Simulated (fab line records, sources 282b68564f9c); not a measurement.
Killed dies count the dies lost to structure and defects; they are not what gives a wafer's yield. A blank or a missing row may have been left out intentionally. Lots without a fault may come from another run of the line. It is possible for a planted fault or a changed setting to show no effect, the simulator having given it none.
fab line records | flow rit_cmos
[record] lots = 15 wafers = 45 last_day = 8
route steps=202 shown NRETRO@61 M1@202
lots untouched by any fault: they come from a run of this same line in which no faults occurred
start_h: start of the lot's first displayed wafer, in hours after the record's first day | wait_h: hours from the lot's prior step to this one | " same as the row above | L1.1+2: one row covering several wafers at once | - no value, or no start was given | * or withheld: withheld | < > ~ a bound
route shown NAME@n: NAME is a module with steps in the file, n the number in the route of the first one | usual: mean/standard deviation of fault-free wafers | same: alike in all rows | chamber/n: place in a boat | sites: each site's reading | _std_site: the standard deviation of these | _edge_site: the outer-site mean with the inner-site mean subtracted | radius_mm: for every site, how far away it sits from the centre of the wafer | mask NAME#n: copy n | behind: the tool/chamber that last shaped the wafer | hold: the reason the lot was held/the length of the hold in hours/how it ended | device: names the non-switching transistor (n, p or np) | end of line: at the end of the route, the tests of the same wafers | a step without rows: its recipe alone | killed: dies lost to structure and defects at the first sort, not the wafer's yield | map: the dies of a wafer, with x for killed, . for not killed, _ for no die there
set.NAME: the run value of the setting; set.NAME@STEP: its run value at that earlier step | model.NAME: the simulator's own value behind a step, which no gauge read
one table for each step of the route and one row for each wafer, over a sample of lots
services: when a tool's chamber went out of use (start_h, in hours from the record's first day, below 0 if earlier), for how many hours, and the reason
[[steps]]
[step RIT_NRETRO_IMPLANT_08]
[recipe] species = P energy_kev = 70 dose_cm2 = 1e+13 tilt_deg = 7
[usual] tilt_deg = 7.003/0.02
// columns lot.wafer tool chamber start_h wait_h tilt_deg
L897.2 implanter-03 0 32.67 0.2 7.000
L897.5 " 0 " " 7.014
L897.6 " 0 " " 6.997
L899.2 implanter-03 0 41.44 0.2 6.997
L899.5 " 0 " " 7.017
L899.6 " 0 " " 6.995
L900.2 implanter-04 0 50.61 0.2 7.033
L900.3 " 0 " " 7.005
L900.6 " 0 " " 6.990
L901.1 implanter-03 0 55.46 0.2 7.022
L901.2 " 0 " " 7.020
L901.6 " 0 " " 6.984
L902.2 implanter-04 0 61.19 0.2 7.007
L902.4 " 0 " " 7.008
L902.6 " 0 " " 7.007
L903.1 implanter-01 0 61.28 0.2 6.956
L903.4 " 0 " " 6.971
L903.6 " 0 " " 6.952
L904.1 implanter-04 0 66.73 0.2 7.012
L904.4 " 0 " " 7.012
L904.6 " 0 " " 7.011
L906.1 implanter-04 0 77.08 0.2 6.986
L906.2 " 0 " " 6.969
L906.4 " 0 " " 6.982
L907.1 implanter-04 0 81.71 0.2 8.306
L907.2 " 0 " " 8.315
L907.4 " 0 " " 8.288
L908.1 implanter-03 0 86.22 0.2 7.003
L908.2 " 0 " " 7.003
L908.6 " 0 " " 6.982
L909.2 implanter-04 0 92.48 0.2 8.274
L909.4 " 0 " " 8.312
L909.5 " 0 " " 8.260
L910.2 implanter-04 0 97.17 0.2 8.290
L910.3 " 0 " " 8.306
L910.4 " 0 " " 8.288
L917.2 implanter-01 0 131.04 0.2 7.013
L917.3 " 0 " " 7.024
L917.5 " 0 " " 7.017
L918.2 implanter-01 0 136.65 0.2 6.967
L918.4 " 0 " " 7.000
L918.6 " 0 " " 6.978
L920.1 implanter-03 0 147.19 0.2 6.997
L920.3 " 0 " " 7.001
L920.6 " 0 " " 7.003
[step RIT_M1_PROBE_99]
[usual] killed_at_contacts = 0.1/0.31 killed_at_front_end = 6.3/2.7 killed_dies = 6.4/2.7 killed_open = 3.3/2 killed_short = 3/1.8
[same] gross_dies = 264 killed_at_M0_to_M3 = 0 killed_at_M4_up = 0 killed_at_back_side = 0 killed_at_other = 0
// columns lot.wafer tool chamber start_h wait_h killed_at_contacts killed_at_front_end killed_dies killed_open killed_short
L899.2 prober-02 - 69.38 0.1 0 8 8 3 5
L899.5 prober-02 - 69.53 0.2 0 8 8 4 4
L899.6 prober-02 - 69.58 0.2 0 7 7 3 4
L918.2 prober-01 - 167.22 0.1 1 8 9 2 7
L918.4 prober-01 - 167.32 0.2 0 7 7 4 3
L918.6 prober-01 - 167.42 0.2 0 5 5 2 3
L920.1 prober-01 - 179.76 0.1 0 1 1 1 0
L920.3 prober-01 - 179.86 0.2 1 5 6 2 4
L920.6 prober-01 - 180.01 0.2 0 7 7 5 2
// killed by level:class
L899.2 FOX2:geometric_particle:short=2 REOX:geometric_particle:short=2 ACTIVE:geometric_particle:open=1 GATE:geometric_particle:open=1 GATE:geometric_particle:short=1 SILICIDE:geometric_particle:open=1
L899.5 FOX1:geometric_particle:short=2 SPACER:geometric_particle:open=2 FOX2:geometric_particle:open=1 FOX2:geometric_particle:short=1 REOX:geometric_particle:open=1 SILICIDE:geometric_particle:short=1
L899.6 GATE:geometric_particle:short=2 SILICIDE:geometric_particle:open=2 REOX:geometric_particle:short=1 REOX:geometric_particle:open=1 SPACER:geometric_particle:short=1
L918.2 FOX1:geometric_particle:short=2 SILICIDE:geometric_particle:short=2 FOX2:geometric_particle:short=1 GATE:geometric_particle:open=1 GATE:geometric_particle:short=1 SILICIDE:geometric_particle:open=1 CONTACT:geometric_particle:short=1
L918.4 FOX1:geometric_particle:open=2 SILICIDE:geometric_particle:short=2 GATE:geometric_particle:short=1 REOX:geometric_particle:open=1 SPACER:geometric_particle:open=1
L918.6 FOX1:geometric_particle:open=1 GATE:geometric_particle:short=1 SPACER:geometric_particle:open=1 SPACER:geometric_particle:short=1 SILICIDE:geometric_particle:short=1
L920.1 GATE:geometric_particle:open=1
L920.3 GATE:geometric_particle:short=3 FOX1:geometric_particle:short=1 SPACER:geometric_particle:open=1 CONTACT:geometric_particle:open=1
L920.6 GATE:geometric_particle:open=3 GATE:geometric_particle:short=2 FOX1:geometric_particle:open=1 REOX:geometric_particle:open=1
[[services]]
// columns tool chamber start_h hours kind
implanter-01 - 16.83 3.9 pm
implanter-04 - 29.59 13.4 pm
implanter-01 - 112.60 2.9 repair
implanter-04 - 114.42 3.4 repair
[[key]]
[first_sign] step = RIT_NRETRO_IMPLANT_08 reading = tilt_deg direction = up sigmas = 66 usual = 7.003 struck = 8.293
effect none on later readings
met_at RIT_NRETRO_IMPLANT_08
struck_lots L907,L909,L910
tester_left_out L907,L909,L910
onset_between 77.08 81.71
[fault] kind = process_parameter_drift tool = implanter-04 chamber = - onset_h = 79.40 steps = RIT_NRETRO_IMPLANT_08 channel = tilt_deg offset = 1.2962 shape = step end_h = 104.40 acts_in = these_recipes_only stated = 7
// tester_left_out: of these lots the tester's yield and bins aren't shown, on N5 and GAA mostly nor the transistor test; their killed dies are dies lost to structure and defects alone, not to doping, threshold or leakage, so they don't give the yield
